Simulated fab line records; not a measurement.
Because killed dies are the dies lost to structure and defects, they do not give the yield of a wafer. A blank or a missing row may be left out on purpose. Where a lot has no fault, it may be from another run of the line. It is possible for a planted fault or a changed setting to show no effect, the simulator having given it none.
Chamber matching || flow berkeleyCmos170 || UCB170_V1_ETCH_14 on rieDiel-04 has 4 sister chambers
The step etches SiO2 in CHF3/CF4/Ar, stops on Al, target depth 1250 nm, time 291 s. 8 wafers are shown with their chamber, then 7 later ones without.

WAFERS, EACH WITH ITS CHAMBER
{"wafer": "L993.6", "chamber": 1, "drypumpMotorCurrentA (A)": 5.6, "throttleValvePct (%)": 6.98}
{"wafer": "L996.4", "chamber": 1, "drypumpMotorCurrentA (A)": 5.6, "throttleValvePct (%)": 6.97}
{"wafer": "L996.6", "chamber": 3, "drypumpMotorCurrentA (A)": 5.9, "throttleValvePct (%)": 6.99}
{"wafer": "L998.1", "chamber": 0, "drypumpMotorCurrentA (A)": 5.7, "throttleValvePct (%)": 6.85}
{"wafer": "L998.2", "chamber": 2, "drypumpMotorCurrentA (A)": 5.1, "throttleValvePct (%)": 6.96}
{"wafer": "L998.6", "chamber": 2, "drypumpMotorCurrentA (A)": 5.1, "throttleValvePct (%)": 6.96}
{"wafer": "L103.3", "chamber": 3, "drypumpMotorCurrentA (A)": 6.0, "throttleValvePct (%)": 7.00}
{"wafer": "L103.4", "chamber": 0, "drypumpMotorCurrentA (A)": 5.7, "throttleValvePct (%)": 6.83}

WAFERS WITHOUT THEIR CHAMBER
{"wafer": "L103.6", "drypumpMotorCurrentA (A)": 5.7, "throttleValvePct (%)": 6.85}
{"wafer": "L110.4", "drypumpMotorCurrentA (A)": 5.6, "throttleValvePct (%)": 6.97}
{"wafer": "L110.5", "drypumpMotorCurrentA (A)": 5.7, "throttleValvePct (%)": 6.84}
{"wafer": "L110.6", "drypumpMotorCurrentA (A)": 6.0, "throttleValvePct (%)": 7.00}
{"wafer": "L109.1", "drypumpMotorCurrentA (A)": 5.5, "throttleValvePct (%)": 6.98}
{"wafer": "L109.4", "drypumpMotorCurrentA (A)": 6.0, "throttleValvePct (%)": 6.99}
{"wafer": "L109.5", "drypumpMotorCurrentA (A)": 5.5, "throttleValvePct (%)": 6.96}

THE CHAMBER EACH PASSED THROUGH
{"wafer": "L103.6", "from the rows above": 0, "in truth": 0}
{"wafer": "L110.4", "from the rows above": 1, "in truth": 1}
{"wafer": "L110.5", "from the rows above": 0, "in truth": 0}
{"wafer": "L110.6", "from the rows above": 3, "in truth": 3}
{"wafer": "L109.1", "from the rows above": 1, "in truth": 1}
{"wafer": "L109.4", "from the rows above": 3, "in truth": 3}
{"wafer": "L109.5", "from the rows above": 1, "in truth": 1}
Placed correctly: 7 of 7. Number that these rows cannot place: 0. Number placed wrongly: 0.
How it was worked out, from the rows above alone: a wafer's distance from a chamber is the root of the sum, over the readings, of the square of ((its reading less the chamber's mean) divided by the reading's scatter). The wafer belongs to the nearest chamber; if the next one is less than 2 further off, it can't be placed. The mean given for a chamber averages the wafers shown for that chamber. How the scatter is found: for the shown wafers, subtract from each reading the mean of its chamber, square and add these, divide the total by (wafers less chambers), then take the root.
